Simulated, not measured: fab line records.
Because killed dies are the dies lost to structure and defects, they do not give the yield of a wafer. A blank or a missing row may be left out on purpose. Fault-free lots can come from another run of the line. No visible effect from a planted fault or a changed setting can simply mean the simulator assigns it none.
Check for tools in common	flow rit_cmos	Sampled: 12 lots, 36 wafers

== WHY THIS WAS OPENED ==
Of 12 lots, 2 have the reading ACTIVE_OXIDE_THK flagged at RIT_ACTIVE_THK_MEAS_02. Fault-free wafers read 46.3 nm, with a standard deviation of 0.83.
Rule: a lot is flagged in two cases, either no wafer of it has a number, or all its wafers with numbers fall more than 4 standard deviations from that mean. As for the other lots, they are considered sound.

lot	measured	on	ACTIVE_OXIDE_THK (nm), wafer by wafer	flag
L686	day 1 12:03	film_metro-01	46.6 47.3 46.5	
L687	day 1 18:37	film_metro-02	47.2 46.9 47.3	
L688	day 1 23:07	film_metro-02	47.4 47.0 47.3	
L689	day 2 03:05	film_metro-01	46.2 45.1 45.9	
L697	day 3 19:08	film_metro-01	50.7 51.7 51.2	FLAGGED
L698	day 4 03:46	film_metro-04	52.4 51.5 51.4	FLAGGED
L701	day 4 15:55	film_metro-02	46.8 46.2 46.2	
L702	day 5 00:16	film_metro-02	47.0 46.6 46.8	
L703	day 5 03:31	film_metro-02	46.1 46.4 46.0	
L704	day 5 08:21	film_metro-02	47.1 46.8 47.5	
L705	day 5 15:22	film_metro-04	45.4 46.8 46.3	
L709	day 6 07:11	film_metro-01	46.3 45.4 45.9	
The mean of the flagged lots' numbers is 51.5 nm, +5.2 nm from the usual (+6 standard deviations).

== LOT BY LOT: THE TOOL USED ==
The record holds 1 process step before the reading, out of a route of 202 steps. Each cell gives the tool, then ch followed by the chambers the sampled wafers passed through, then the start.
lot	flag	RIT_ACTIVE_OXIDATION_01
L686		furnace-03 ch 0, day 1 10:07
L687		furnace-03 ch 0, day 1 16:41
L688		furnace-03 ch 0, day 1 21:10
L689		furnace-04 ch 0, day 2 01:07
L697	FLAGGED	furnace-04 ch 0, day 3 17:11
L698	FLAGGED	furnace-04 ch 0, day 4 01:50
L701		furnace-03 ch 0, day 4 13:59
L702		furnace-03 ch 0, day 4 22:20
L703		furnace-03 ch 0, day 5 01:35
L704		furnace-03 ch 0, day 5 06:23
L705		furnace-03 ch 0, day 5 13:25
L709		furnace-03 ch 0, day 6 05:15
What the steps here do:
- RIT_ACTIVE_OXIDATION_01: target thk 46.8 nm, ox time 3360 s.
- RIT_ACTIVE_THK_MEAS_02

== FLAGGED OVER TOTAL, TOOL BY TOOL (the gauges that took the reading come last) ==
step	tool	lots run	flagged	share of the flagged lots	sound lots run after its first flagged lot
RIT_ACTIVE_OXIDATION_01	furnace-03	9	0	none	-
RIT_ACTIVE_OXIDATION_01	furnace-04	3	2	all	0
RIT_ACTIVE_THK_MEAS_02	film_metro-01	4	1	some	1 (L709)
RIT_ACTIVE_THK_MEAS_02	film_metro-02	6	0	none	-
RIT_ACTIVE_THK_MEAS_02	film_metro-04	2	1	some	1 (L705)

== WHAT THE TABLE ALLOWS ==
1 row of the table ran every flagged lot: furnace-04 at RIT_ACTIVE_OXIDATION_01.
- furnace-04 at RIT_ACTIVE_OXIDATION_01 ran 3 lots, 2 of them flagged. Last sound lot L689 at day 2 01:07, first flagged lot L697 at day 3 17:11; a fault beginning in between fits. Its own readings (spike_tc_centre_C, spike_tc_load_C, spike_tc_source_C) fall more than 4 standard deviations out on all wafers of the flagged lots.
Left over: one tool, furnace-04 at RIT_ACTIVE_OXIDATION_01.

== WHAT THE SIMULATOR PUT IN ==
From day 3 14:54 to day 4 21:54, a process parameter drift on furnace-04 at RIT_ACTIVE_OXIDATION_01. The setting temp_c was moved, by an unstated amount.
Struck lots among those shown: L697, L698. The rule above reached the same finding.
